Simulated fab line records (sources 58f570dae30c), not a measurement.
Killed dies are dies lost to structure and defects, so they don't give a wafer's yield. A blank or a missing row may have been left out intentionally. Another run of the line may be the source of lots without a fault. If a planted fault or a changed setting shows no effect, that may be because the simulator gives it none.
Comparing a struck lot with a sound one | flow berkeley cmos170 | 28 steps out of a route of 331
Sound: the wafers L191.1, L191.2, L191.4. Wafers struck: L198.1, L198.2, L198.6. The cause is given at the end.
At each step with rows: each side's tool, then ch and its chambers, then its first start. Under that, the readings that differ: sound wafers | struck wafers | difference of the means | sigmas: that difference in standard deviations of wafers without a fault.
alike: a reading whose means differ by less than 2 such deviations, as well as words and numbers matching on both sides. not compared: withheld readings; readings where some wafer has no value; bounds like >300 that might hide an equal value; numbers whose values overlap and for which the record gives no deviation.
The two part at a step that has a row with sigmas, a row that says differs or no value, or rows on one side only. Numbers that have no deviation but don't overlap get no sigmas and don't part them. A reading missing from all wafers of one side parts the sides only when that side holds two or more wafers.

first, 6 steps without rows for these wafers: UCB170_M2_COAT_09; UCB170_M2_COAT_10 (resist thk 900 nm); UCB170_M2_SOFTBAKE_11 (time 60 s); UCB170_M2_EXPOSE_12 (exposes mask METAL2, target cd 700 nm); UCB170_M2_PEB_13; UCB170_M2_DEVELOP_14 (develop time 46.6 s).
UCB170_M2_CD_MEAS_15: the cd target is 700 nm.
  sound on cd sem-01 at day 8 07:11; struck on cd sem-01 at day 10 10:49
  alike: cd nm
UCB170_M2_OVL_MEAS_16:
  sound on overlay-01 at day 8 07:18; struck on overlay-01 at day 10 10:56
  alike: M2_OVL
UCB170_M2_ETCH_17: etches BARC in N2/H2.
  sound on rie diel-02 ch 0,1,2, day 8 07:20; struck on rie diel-02 ch 0,1,2, day 10 10:58
  alike: drypump motor current A, oes product au, throttle valve pct
UCB170_M2_METAL_ETCH_18: etches Al in Cl2/BCl3, stops on SiO2, target depth 1170 nm, time 195 s.
  sound on rie metal-01 ch 0,1, day 8 07:23; struck on rie metal-04 ch 0,1, day 10 11:01
  reading                | sound             | struck            | difference | sigmas
  throttle valve pct (%) | 24.67 24.52 24.66 | 24.40 24.20 24.20 | -0.35      | -2
  alike: drypump motor current A, oes product au
  not compared: rf hours counter h
UCB170_M2_STRIP_19: strips in O2.
  sound on plasma asher-04 ch 0,1, day 8 07:34; struck on plasma asher-02 ch 0,1, day 10 11:12
  alike: drypump motor current A, oes product au
  not compared: rf hours counter h
UCB170_M2_CD_MEAS_90: the cd target is 700 nm.
  sound on cd sem-01 at day 8 07:40; struck on cd sem-01 at day 10 11:18
  alike: cd nm
UCB170_V2_CVD_00: deposits SiO2 from TEOS/O2, target thk 2000 nm, time 250 s.
  sound on pecvd-04 ch 1,2, day 8 07:47; struck on pecvd-01 ch 0,2, day 10 11:25
  reading                             | sound             | struck            | difference | sigmas
  rf fwd power W (W)                  | 552.5 547.5 546.5 | 484.2 481.9 480.2 | -66.7      | -39
  model.SiO2_of_V2_CVD_00.thk nm (nm) | 1992 1980 2008    | 1918 1917 1924    | -74        |
  alike: heater power w
UCB170_V2_THK_MEAS_01:
  sound on film metro-01 at day 8 07:56; struck on film metro-04 at day 10 11:34
  reading          | sound          | struck         | difference | sigmas
  V2_TEOS_THK (nm) | 1993 1978 2009 | 1918 1917 1925 | -73        | -3
UCB170_V2_CMP_02: polishes SiO2.
  sound on cmp-01 ch 0,2,3, day 8 08:00; struck on cmp-01 ch 0,1,3, day 10 11:55
  alike: head pressure psi, motor current A, platen rpm
UCB170_V2_BOW_MEAS_03:
  sound on film metro-02 at day 8 08:18; struck on film metro-04 at day 10 12:07
  alike: V2_BOW
UCB170_V2_THK_MEAS_04:
  sound on film metro-02 at day 8 08:25; struck on film metro-04 at day 10 12:14
  alike: V2_POLISHED_THK
then, 7 steps without rows for these wafers: UCB170_V2_CLEAN_05 (cleans in DIW); UCB170_V2_HMDS_06 (prime time 60 s); UCB170_V2_COAT_07 (resist thk 900 nm); UCB170_V2_SOFTBAKE_08 (time 60 s); UCB170_V2_EXPOSE_09 (exposes mask VIA2, target cd 700 nm); UCB170_V2_PEB_10; UCB170_V2_DEVELOP_11 (develop time 45 s).
UCB170_V2_CD_MEAS_12: the cd target is 700 nm.
  sound on cd sem-02 at day 8 09:48; struck on cd sem-02 at day 10 13:36
  reading    | sound             | struck            | difference | sigmas
  cd nm (nm) | 700.2 701.4 701.7 | 705.7 703.8 704.0 | +3.4       | +2
UCB170_V2_OVL_MEAS_13:
  sound on overlay-02 at day 8 09:55; struck on overlay-02 at day 10 13:43
  alike: V2_OVL
UCB170_V2_ETCH_14: etches SiO2 in CHF3/CF4/Ar, stops on Al, target depth 1250 nm, time 291 s.
  sound on rie diel-01 ch 1,2,3, day 8 09:57; struck on rie diel-01 ch 0,1, day 10 13:45
  reading             | sound           | struck            | difference | sigmas
  model.V2.cd nm (nm) | 700 700.3 701.5 | 705.5 703.4 703.8 | +3.6       |
  alike: drypump motor current A, oes product au, throttle valve pct
  not compared: rf hours counter h
UCB170_V2_STRIP_15: strips in O2.
  sound on plasma asher-04 ch 0,1, day 8 10:08; struck on plasma asher-02 ch 0,1, day 10 13:56
  reading                     | sound       | struck      | difference | sigmas
  drypump motor current A (A) | 5.5 5.1 5.1 | 6.6 6.5 6.6 | +1.3       | +3
  alike: oes product au, strip time to endpoint s
  not compared: rf hours counter h

## WHERE THEY PART
At UCB170_M2_METAL_ETCH_18 first; at UCB170_V2_STRIP_15 last (within this record only).

WHY: what had been put in by the simulator
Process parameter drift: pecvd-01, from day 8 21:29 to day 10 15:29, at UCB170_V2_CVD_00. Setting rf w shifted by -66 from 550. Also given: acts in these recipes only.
